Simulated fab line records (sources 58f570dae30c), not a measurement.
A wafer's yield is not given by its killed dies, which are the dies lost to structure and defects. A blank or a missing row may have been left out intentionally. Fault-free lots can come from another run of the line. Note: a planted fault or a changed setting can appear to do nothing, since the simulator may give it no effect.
fab line records	flow berkeley_cmos170	part 1 of 2: steps 1 to 26 of 37
record lots=5	wafers=15	last_day=12
route steps=331 shown M2@281 V2@292 M3@309
lots with no fault: from the same line, run without faults
start_h: hours from the record's opening day to when the first of the lot's shown wafers began	wait_h: time in hours since the lot's previous step	" same as the row above	L1.1+2: a single row standing in for several wafers	- no value present, or no start provided	* or withheld: withheld	< > ~ a bound
route shown NAME@n: a module of which the file shows steps, and the number in the route of the first	usual: mean/standard deviation of fault-free wafers	same: alike in all rows	chamber/n: place in a boat	sites: each site's reading	_std_site: their standard deviation	_edge_site: outer sites' mean less inner sites'	radius_mm: how far each site lies from the wafer's centre	mask NAME#n: copy n	behind: the tool/chamber that last shaped the wafer	hold: reason for holding the lot/hours on hold/outcome of the hold	device: the n, p or np transistor that did not switch	end of line: at the end of the route, the tests of the same wafers	a step given without rows: its recipe and nothing more	killed: count of dies lost to structure and defects at first sort (not the wafer's yield)	map: a wafer's dies, marking killed ones x, the rest . and places with no die _
set.NAME: the setting the step ran with; set.NAME@STEP: the setting that earlier step ran with	model.NAME: the simulator's own value behind a step, which no gauge read
lots at some steps of the route; a table a step, a row a wafer
services: the hour from which a tool's chamber was out of use, counted from the record's first day as start_h (under 0 if before that day), plus the number of hours and why
## steps
# step UCB170_M2_COAT_10
# recipe resist=KrF	spin_rpm=1500	resist_thk_nm=900
# usual spin_speed_rpm=1500.0/1.1
lot.wafer	tool	chamber	start_h	wait_h	spin_speed_rpm
L078.1	litho_track-01	0	-	-	1499.9
L078.2	"	0	"	"	1496.4
L078.3	"	0	"	"	1498.7
L080.2	litho_track-02	0	-	-	1499.7
L080.3	"	0	"	"	1498.7
L080.5	"	0	"	"	1500.3
L089.2	litho_track-01	0	-	-	1500.3
L089.3	"	0	"	"	1501.1
L089.6	"	0	"	"	1499.5
L086.3	litho_track-03	0	-	-	1499.7
L086.5	"	0	"	"	1502.3
L086.6	"	0	"	"	1500.7
L097.1	litho_track-03	0	-	-	1501.9
L097.3	"	0	"	"	1500.9
L097.6	"	0	"	"	1502.1
# step UCB170_M2_SOFTBAKE_11
# recipe resist=KrF	temp_c=130	time_s=60
# usual heater_power_total_W=56.81/0.047
lot.wafer	tool	chamber	start_h	wait_h	heater_power_total_W
L078.1	litho_track-01	0	-	-	56.81
L078.2	"	0	"	"	56.72
L078.3	"	0	"	"	56.89
L080.2	litho_track-02	0	-	-	56.88
L080.3	"	0	"	"	56.83
L080.5	"	0	"	"	56.74
L089.2	litho_track-01	0	-	-	56.80
L089.3	"	0	"	"	56.77
L089.6	"	0	"	"	56.79
L086.3	litho_track-03	0	-	-	56.78
L086.5	"	0	"	"	56.82
L086.6	"	0	"	"	56.83
L097.1	litho_track-03	0	-	-	56.90
L097.3	"	0	"	"	56.82
L097.6	"	0	"	"	56.79
# step UCB170_M2_EXPOSE_12
# recipe mask_id=METAL2	target_cd_nm=700	na=0.5	sigma_outer=0.6	source_shape=conventional	dose_mj=26
lot.wafer	tool	chamber	start_h	wait_h	mask
L078.1+2+3	krf_scanner-01	0	190.87	-	METAL2#0
L080.2+3+5	krf_scanner-02	0	191.22	-	METAL2#0
L089.2+3+6	krf_scanner-02	0	234.63	-	METAL2#0
L086.3+5+6	krf_scanner-02	0	234.89	-	METAL2#0
L097.1+3+6	krf_scanner-01	0	277.99	-	METAL2#0
# step UCB170_M2_PEB_13
# recipe peb_temp_c=129	peb_time_s=withheld	resist=KrF
# usual heater_power_total_W=56.23/0.045
lot.wafer	tool	chamber	start_h	wait_h	heater_power_total_W
L078.1	litho_track-02	0	191.02	0.1	56.22
L078.2	"	0	"	"	56.28
L078.3	"	0	"	"	56.30
L080.2	litho_track-02	0	191.34	0.1	56.29
L080.3	"	0	"	"	56.25
L080.5	"	0	"	"	56.15
L089.2	litho_track-01	0	235.09	0.4	56.19
L089.3	"	0	"	"	56.19
L089.6	"	0	"	"	56.31
L086.3	litho_track-03	0	235.35	0.4	56.29
L086.5	"	0	"	"	56.23
L086.6	"	0	"	"	56.29
L097.1	litho_track-01	0	278.76	0.7	56.29
L097.3	"	0	"	"	56.21
L097.6	"	0	"	"	56.26
# step UCB170_M2_DEVELOP_14
# recipe developer=TMAH	develop_time_s=45	resist=KrF	dev_temp_c=21
# same develop_time_s=45
lot.wafer	tool	chamber	start_h	wait_h
L078.1+2+3	litho_track-02	0	-	-
L080.2+3+5	litho_track-02	0	-	-
L089.2+3+6	litho_track-01	0	-	-
L086.3+5+6	litho_track-03	0	-	-
L097.1+3+6	litho_track-01	0	-	-
# step UCB170_M2_CD_MEAS_15
# recipe target_cd_nm=700
# usual cd_nm=700.0/1.4
lot.wafer	tool	chamber	start_h	wait_h	cd_nm
L078.1	cd_sem-01	-	191.30	-	699.9
L078.2	"	-	"	"	699.4
L078.3	"	-	"	"	700.2
L080.2	cd_sem-01	-	191.61	-	701.5
L080.3	"	-	"	"	700.8
L080.5	"	-	"	"	700.3
L089.2	cd_sem-02	-	235.36	-	700.4
L089.3	"	-	"	"	700.1
L089.6	"	-	"	"	699.1
L086.3	cd_sem-02	-	235.61	-	701.9
L086.5	"	-	"	"	700.6
L086.6	"	-	"	"	701.4
L097.1	cd_sem-01	-	279.03	-	699.3
L097.3	"	-	"	"	700.5
L097.6	"	-	"	"	699.7
# step UCB170_M2_OVL_MEAS_16
# usual M2_OVL=1/5.1
lot.wafer	tool	chamber	start_h	wait_h	M2_OVL[nm]
L078.1	overlay-01	-	191.42	0.1	1
L078.2	"	-	"	"	-2
L078.3	"	-	"	"	3
L080.2	overlay-01	-	191.72	0.1	4
L080.3	"	-	"	"	3
L080.5	"	-	"	"	4
L089.2	overlay-02	-	235.46	0.1	2
L089.3	"	-	"	"	7
L089.6	"	-	"	"	-2
L086.3	overlay-02	-	235.70	0.1	-2
L086.5	"	-	"	"	-3
L086.6	"	-	"	"	-3
L097.1	overlay-02	-	279.15	0.1	-1
L097.3	"	-	"	"	-4
L097.6	"	-	"	"	1
# step UCB170_M2_ETCH_17
# recipe chemistry=N2/H2	target_depth_a=withheld	overetch_a=withheld	target=BARC	time_s=withheld	source_w=500	bias_w=100	pressure_mtorr=30	n2_flow_sccm=100	h2_flow_sccm=200
# usual drypump_motor_current_A=5.9/0.47	oes_product_au=1.005/0.026	throttle_valve_pct=13.33/0.23
lot.wafer	tool	chamber	start_h	wait_h	drypump_motor_current_A	oes_product_au	throttle_valve_pct
L078.1	rie_diel-01	3	191.45	0.0	6.1	1.034	13.54
L078.2	"	1	"	"	6.3	0.992	13.47
L078.3	"	0	"	"	6.1	1.026	13.24
L080.2	rie_diel-03	3	191.75	0.0	5.7	0.997	13.31
L080.3	"	0	"	"	6.4	0.976	13.01
L080.5	"	3	"	"	5.7	0.999	13.33
L089.2	rie_diel-01	0	235.49	0.0	6.0	1.051	13.22
L089.3	"	2	"	"	5.9	1.018	13.51
L089.6	"	3	"	"	6.1	1.031	13.54
L086.3	rie_diel-02	1	235.73	0.0	5.1	0.977	12.83
L086.5	"	1	"	"	5.1	0.981	12.86
L086.6	"	2	"	"	6.3	1.020	13.50
L097.1	rie_diel-02	0	279.19	0.0	5.9	1.017	13.34
L097.3	"	3	"	"	5.0	1.018	13.61
L097.6	"	0	"	"	5.9	1.026	13.36
# step UCB170_M2_METAL_ETCH_18
# recipe chemistry=Cl2/BCl3	target=Al	stop_on=SiO2	pressure_mtorr=12	target_depth_a=11700	over_etch_frac=0.3	time_s=195	icp_w=600	bias_w=120	Cl2_flow_sccm=90	bcl3_flow_sccm=45
# usual drypump_motor_current_A=6.0/0.47	oes_product_au=0.858/0.01	throttle_valve_pct=24.3/0.36
lot.wafer	tool	chamber	start_h	wait_h	drypump_motor_current_A	oes_product_au	rf_hours_counter_h	throttle_valve_pct
L078.1	rie_metal-03	1	191.50	-	5.4	0.865	2.2	24.5
L078.2	"	0	"	"	6.5	0.863	5.6	24.5
L078.3	"	0	"	"	6.5	0.873	-	24.5
L080.2	rie_metal-01	0	191.85	-	6.0	0.851	-	23.8
L080.3	"	0	"	"	6.0	0.849	-	23.8
L080.5	"	0	"	"	6.0	0.852	-	23.8
L089.2	rie_metal-04	1	235.54	-	5.3	0.863	4.3	24.7
L089.3	"	1	"	"	5.3	0.860	-	24.7
L089.6	"	1	"	"	5.3	0.863	-	24.7
L086.3	rie_metal-03	1	235.83	-	5.4	0.864	-	24.5
L086.5	"	1	"	"	5.4	0.863	-	24.5
L086.6	"	0	"	"	6.5	0.864	-	24.5
L097.1	rie_metal-01	0	279.23	-	6.0	0.865	4.7	23.8
L097.3	"	0	"	"	6.0	0.852	-	23.8
L097.6	"	0	"	"	6.0	0.870	-	23.8
# step UCB170_M2_STRIP_19
# recipe chemistry=O2	power_w=400	pressure_mtorr=3500	platen_temp_c=withheld	o2_flow_sccm=400	overash_fraction=0.5
# usual drypump_motor_current_A=5.6/0.39	oes_product_au=0.549/0.022
lot.wafer	tool	chamber	start_h	wait_h	drypump_motor_current_A	oes_product_au	rf_hours_counter_h
L078.1	plasma_asher-04	0	191.68	0.1	5.3	0.542	42
L078.2	"	1	"	"	6.0	0.537	42
L078.3	"	0	"	"	5.3	0.531	-
L080.2	plasma_asher-03	1	192.16	0.2	5.9	0.575	8
L080.3	"	1	"	"	5.9	0.565	-
L080.5	"	1	"	"	5.8	0.559	-
L089.2	plasma_asher-03	0	235.72	0.1	5.0	0.575	14
L089.3	"	0	"	"	5.1	0.564	-
L089.6	"	0	"	"	5.0	0.571	-
L086.3	plasma_asher-01	0	235.99	0.1	6.0	0.547	-
L086.5	"	0	"	"	6.0	0.532	-
L086.6	"	1	"	"	5.1	0.534	-
L097.1	plasma_asher-04	1	279.42	0.1	6.0	0.569	53
L097.3	"	1	"	"	5.9	0.560	-
L097.6	"	0	"	"	5.3	0.567	-
# step UCB170_M2_CD_MEAS_90
# recipe target_cd_nm=700
# usual cd_nm=699/5.1
lot.wafer	tool	chamber	start_h	wait_h	cd_nm
L078.1	cd_sem-02	-	191.78	0.1	702
L078.2	"	-	"	"	696
L078.3	"	-	"	"	702
L080.2	cd_sem-01	-	192.28	0.1	702
L080.3	"	-	"	"	702
L080.5	"	-	"	"	701
L089.2	cd_sem-02	-	235.84	0.1	703
L089.3	"	-	"	"	702
L089.6	"	-	"	"	702
L086.3	cd_sem-02	-	236.10	0.1	698
L086.5	"	-	"	"	696
L086.6	"	-	"	"	706
L097.1	cd_sem-01	-	279.52	0.1	700
L097.3	"	-	"	"	702
L097.6	"	-	"	"	699
# step UCB170_V2_CVD_00
# recipe material=SiO2	target_thk_nm=2000	temp_c=390	precursor=TEOS/O2	time_s=250	rf_w=550	pressure_mtorr=9000
# usual heater_power_w=258/68	susceptor_temp_C=390.00/0.19
lot.wafer	tool	chamber	start_h	wait_h	heater_power_w	since_wet_clean_h	susceptor_temp_C
L078.1	pecvd-01	1	191.90	0.1	322	163	390.07
L078.2	"	0	"	"	255	163	390.06
L078.3	"	2	"	"	275	163	390.33
L080.2	pecvd-02	1	192.38	0.1	222	43	390.01
L080.3	"	0	"	"	359	43	390.06
L080.5	"	0	"	"	264	-	390.05
L089.2	pecvd-01	1	235.94	0.1	345	207	390.14
L089.3	"	0	"	"	268	207	390.02
L089.6	"	1	"	"	248	-	389.91
L086.3	pecvd-03	2	236.18	0.1	199	315	390.31
L086.5	"	0	"	"	250	-	389.68
L086.6	"	1	"	"	218	-	389.89
L097.1	pecvd-03	1	279.64	0.1	279	358	390.28
L097.3	"	0	"	"	240	358	390.34
L097.6	"	2	"	"	231	-	389.79
# step UCB170_V2_THK_MEAS_01
# recipe reads=SiO2_of_V2_CVD_00
# usual V2_TEOS_THK=2003/25
lot.wafer	tool	chamber	start_h	wait_h	V2_TEOS_THK[nm]
L078.1	film_metro-03	-	192.06	0.1	1977
L078.2	"	-	"	"	1990
L078.3	"	-	"	"	1985
L080.2	film_metro-04	-	192.55	0.1	1984
L080.3	"	-	"	"	2001
L080.5	"	-	"	"	2030
L089.2	film_metro-04	-	236.11	0.1	2005
L089.3	"	-	"	"	1973
L089.6	"	-	"	"	2042
L086.3	film_metro-04	-	236.35	0.1	1993
L086.5	"	-	"	"	2048
L086.6	"	-	"	"	1994
L097.1	film_metro-03	-	279.79	0.1	1983
L097.3	"	-	"	"	1986
L097.6	"	-	"	"	2042
# step UCB170_V2_CMP_02
# recipe material=SiO2	down_force_psi=6	platen_rpm=60	pad_velocity_m_s=0.75398
# usual motor_current_A=16.3/1.8	retaining_ring_pressure_frac=1.000/0.0055
lot.wafer	tool	chamber	start_h	wait_h	motor_current_A	retaining_ring_pressure_frac
L078.3	cmp-02	1	192.12	0.0	15.8	0.989
L078.1	"	2	"	"	15.9	0.995
L078.2	"	0	"	"	18.7	1.000
L080.2	cmp-01	1	192.60	0.0	18.0	0.996
L080.3	"	2	"	"	15.5	1.000
L080.5	"	2	"	"	15.3	1.001
L089.3	cmp-01	1	236.21	0.1	16.8	1.003
L089.2	"	3	"	"	12.4	1.000
L089.6	"	1	"	"	18.2	1.006
L086.3	cmp-02	2	236.54	0.2	16.5	1.005
L086.6	"	3	"	"	16.7	0.993
L086.5	"	0	"	"	18.8	0.988
L097.1	cmp-02	3	279.90	0.1	17.0	1.003
L097.3	"	1	"	"	15.2	1.001
L097.6	"	3	"	"	16.1	1.008
# step UCB170_V2_BOW_MEAS_03
# recipe mode=bow
# usual V2_BOW=36/6.8
lot.wafer	tool	chamber	start_h	wait_h	V2_BOW[um]
L078.1	film_metro-03	-	192.42	0.2	37
L078.2	"	-	"	"	37
L078.3	"	-	"	"	32
L080.2	film_metro-04	-	192.92	0.3	36
L080.3	"	-	"	"	44
L080.5	"	-	"	"	63
L089.2	film_metro-04	-	236.48	0.1	43
L089.3	"	-	"	"	39
L089.6	"	-	"	"	35
L086.3	film_metro-03	-	236.73	0.1	36
L086.5	"	-	"	"	31
L086.6	"	-	"	"	42
L097.1	film_metro-04	-	280.15	0.2	39
L097.3	"	-	"	"	28
L097.6	"	-	"	"	26
# step UCB170_V2_THK_MEAS_04
# recipe reads=SiO2_of_V2_CVD_00
# usual V2_POLISHED_THK=999.4/1.5
lot.wafer	tool	chamber	start_h	wait_h	V2_POLISHED_THK[nm]
L078.1	film_metro-03	-	192.54	0.1	998.4
L078.2	"	-	"	"	999.8
L078.3	"	-	"	"	998.6
L080.2	film_metro-04	-	193.03	0.1	996.2
L080.3	"	-	"	"	999.7
L080.5	"	-	"	"	998.4
L089.2	film_metro-04	-	236.59	0.1	1000.8
L089.3	"	-	"	"	997.8
L089.6	"	-	"	"	997.8
L086.3	film_metro-03	-	236.83	0.1	999.4
L086.5	"	-	"	"	1000.7
L086.6	"	-	"	"	1000.6
L097.1	film_metro-04	-	280.27	0.1	1001.4
L097.3	"	-	"	"	998.8
L097.6	"	-	"	"	1000.2
# step UCB170_V2_CLEAN_05
# recipe chemistry=DIW
lot.wafer	tool	chamber	start_h	wait_h
L078.1+2+3	wet_bench-02	0	194.23	1.7
L080.2+3+5	wet_bench-02	3	194.23	1.2
L089.2+3+6	wet_bench-01	1	236.64	0.0
L086.3+5+6	wet_bench-04	3	236.87	0.0
L097.1+3+6	wet_bench-04	2	280.33	0.1
# step UCB170_V2_HMDS_06
# recipe prime_time_s=60	prime_temp_c=100
lot.wafer	tool	chamber	start_h	wait_h
L078.1+2+3	litho_track-04	0	194.42	0.0
L080.2+3+5	litho_track-01	0	194.65	0.2
L089.2+3+6	litho_track-01	0	237.01	0.0
L086.3+5+6	litho_track-04	0	237.25	0.1
L097.1+3+6	litho_track-01	0	280.53	0.0
# step UCB170_V2_COAT_07
# recipe resist=KrF	spin_rpm=1500	resist_thk_nm=900
# usual spin_speed_rpm=1500.1/1.1
lot.wafer	tool	chamber	start_h	wait_h	spin_speed_rpm
L078.1	litho_track-04	0	194.57	0.1	1499.4
L078.2	"	0	"	"	1500.8
L078.3	"	0	"	"	1501.1
L080.2	litho_track-01	0	194.80	0.1	1499.6
L080.3	"	0	"	"	1499.5
L080.5	"	0	"	"	1501.4
L089.2	litho_track-01	0	237.16	0.1	1501.6
L089.3	"	0	"	"	1502.1
L089.6	"	0	"	"	1500.6
L086.3	litho_track-04	0	237.40	0.1	1499.2
L086.5	"	0	"	"	1501.5
L086.6	"	0	"	"	1500.3
L097.1	litho_track-01	0	280.68	0.1	1499.1
L097.3	"	0	"	"	1499.0
L097.6	"	0	"	"	1499.6
# step UCB170_V2_SOFTBAKE_08
# recipe resist=KrF	temp_c=130	time_s=60
# usual heater_power_total_W=56.81/0.045
lot.wafer	tool	chamber	start_h	wait_h	heater_power_total_W
L078.1	litho_track-04	0	194.72	0.1	56.94
L078.2	"	0	"	"	56.73
L078.3	"	0	"	"	56.68
L080.2	litho_track-01	0	194.95	0.1	56.82
L080.3	"	0	"	"	56.80
L080.5	"	0	"	"	56.90
L089.2	litho_track-01	0	237.31	0.1	56.78
L089.3	"	0	"	"	56.84
L089.6	"	0	"	"	56.82
L086.3	litho_track-04	0	237.55	0.1	56.80
L086.5	"	0	"	"	56.76
L086.6	"	0	"	"	56.79
L097.1	litho_track-01	0	280.83	0.1	56.69
L097.3	"	0	"	"	56.76
L097.6	"	0	"	"	56.82
# step UCB170_V2_EXPOSE_09
# recipe mask_id=VIA2	target_cd_nm=700	na=0.5	sigma_outer=0.6	source_shape=conventional	dose_mj=37
lot.wafer	tool	chamber	start_h	wait_h	mask
L078.1+2+3	krf_scanner-02	0	195.24	0.5	VIA2#0
L080.2+3+5	krf_scanner-02	0	195.37	0.4	VIA2#0
L089.2+3+6	krf_scanner-01	0	237.46	0.1	VIA2#0
L086.3+5+6	krf_scanner-02	0	237.81	0.2	VIA2#0
L097.1+3+6	krf_scanner-02	0	280.98	0.1	VIA2#0
# step UCB170_V2_PEB_10
# recipe peb_temp_c=130	peb_time_s=withheld	resist=KrF
# usual heater_power_total_W=56.80/0.047
lot.wafer	tool	chamber	start_h	wait_h	heater_power_total_W
L078.1	litho_track-03	0	195.77	0.5	56.82
L078.2	"	0	"	"	56.85
L078.3	"	0	"	"	56.72
L080.2	litho_track-03	0	196.07	0.7	56.86
L080.3	"	0	"	"	56.86
L080.5	"	0	"	"	56.86
L089.2	litho_track-01	0	237.74	0.3	56.77
L089.3	"	0	"	"	56.80
L089.6	"	0	"	"	56.83
L086.3	litho_track-04	0	238.15	0.3	56.73
L086.5	"	0	"	"	56.78
L086.6	"	0	"	"	56.80
L097.1	litho_track-01	0	281.09	0.1	56.84
L097.3	"	0	"	"	56.78
L097.6	"	0	"	"	56.72
# step UCB170_V2_DEVELOP_11
# recipe developer=TMAH	develop_time_s=45	resist=KrF	dev_temp_c=21
# same develop_time_s=45
lot.wafer	tool	chamber	start_h	wait_h
L078.1+2+3	litho_track-03	0	-	-
L080.2+3+5	litho_track-03	0	-	-
L089.2+3+6	litho_track-01	0	-	-
L086.3+5+6	litho_track-04	0	-	-
L097.1+3+6	litho_track-01	0	-	-
# step UCB170_V2_CD_MEAS_12
# recipe target_cd_nm=700
# usual cd_nm=699.9/1.5
lot.wafer	tool	chamber	start_h	wait_h	cd_nm
L078.1	cd_sem-02	-	196.05	-	698.6
L078.2	"	-	"	"	698.0
L078.3	"	-	"	"	698.0
L080.2	cd_sem-02	-	196.34	-	702.2
L080.3	"	-	"	"	702.6
L080.5	"	-	"	"	702.0
L089.2	cd_sem-02	-	238.01	-	701.2
L089.3	"	-	"	"	700.0
L089.6	"	-	"	"	700.0
L086.3	cd_sem-01	-	238.41	-	699.5
L086.5	"	-	"	"	699.2
L086.6	"	-	"	"	698.5
L097.1	cd_sem-02	-	281.37	-	701.6
L097.3	"	-	"	"	701.6
L097.6	"	-	"	"	702.2
# step UCB170_V2_OVL_MEAS_13
# usual V2_OVL=0/5.5
lot.wafer	tool	chamber	start_h	wait_h	V2_OVL[nm]
L078.1	overlay-01	-	196.17	0.1	8
L078.2	"	-	"	"	1
L078.3	"	-	"	"	11
L080.2	overlay-02	-	196.45	0.1	-3
L080.3	"	-	"	"	-9
L080.5	"	-	"	"	-4
L089.2	overlay-01	-	238.12	0.1	2
L089.3	"	-	"	"	2
L089.6	"	-	"	"	4
L086.3	overlay-01	-	238.50	0.1	-2
L086.5	"	-	"	"	-3
L086.6	"	-	"	"	-7
L097.1	overlay-01	-	281.49	0.1	-5
L097.3	"	-	"	"	-11
L097.6	"	-	"	"	4
# step UCB170_V2_ETCH_14
# recipe chemistry=CHF3/CF4/Ar	target=SiO2	stop_on=Al	CHF3_flow_sccm=45	cf4_flow_sccm=15	Ar_flow_sccm=150	pressure_mtorr=200	rf_w=700	target_depth_a=12500	over_etch_frac=0.25	time_s=295.2
# usual cf4_flow_sccm=14.99/0.046	drypump_motor_current_A=5.8/0.47	oes_product_au=0.871/0.01	throttle_valve_pct=7.02/0.093
lot.wafer	tool	chamber	start_h	wait_h	cf4_flow_sccm	drypump_motor_current_A	oes_product_au	rf_hours_counter_h	throttle_valve_pct
L078.1	rie_diel-03	3	196.20	0.0	15.05	5.7	0.866	49	6.93
L078.2	"	0	"	"	14.96	6.4	0.869	3	6.95
L078.3	"	1	"	"	15.03	6.3	0.862	78	7.16
L080.2	rie_diel-04	3	196.48	0.0	14.95	5.9	0.862	33	6.82
L080.3	"	0	"	"	14.96	5.7	0.879	37	7.11
L080.5	"	1	"	"	14.86	5.0	0.870	-	7.01
L089.2	rie_diel-03	2	238.15	0.0	15.00	5.7	0.872	122	6.97
L089.3	"	1	"	"	14.99	6.3	0.858	82	7.18
L089.6	"	2	"	"	14.99	5.7	0.864	-	6.97
L086.3	rie_diel-04	3	238.53	0.0	14.96	5.9	0.862	36	6.84
L086.5	"	1	"	"	15.04	5.0	0.877	-	7.03
L086.6	"	2	"	"	15.02	5.1	0.871	-	7.08
L097.1	rie_diel-04	2	281.52	0.0	14.99	5.1	0.865	50	7.07
L097.3	"	0	"	"	14.95	5.7	0.880	41	7.11
L097.6	"	3	"	"	14.95	5.8	0.866	-	6.86
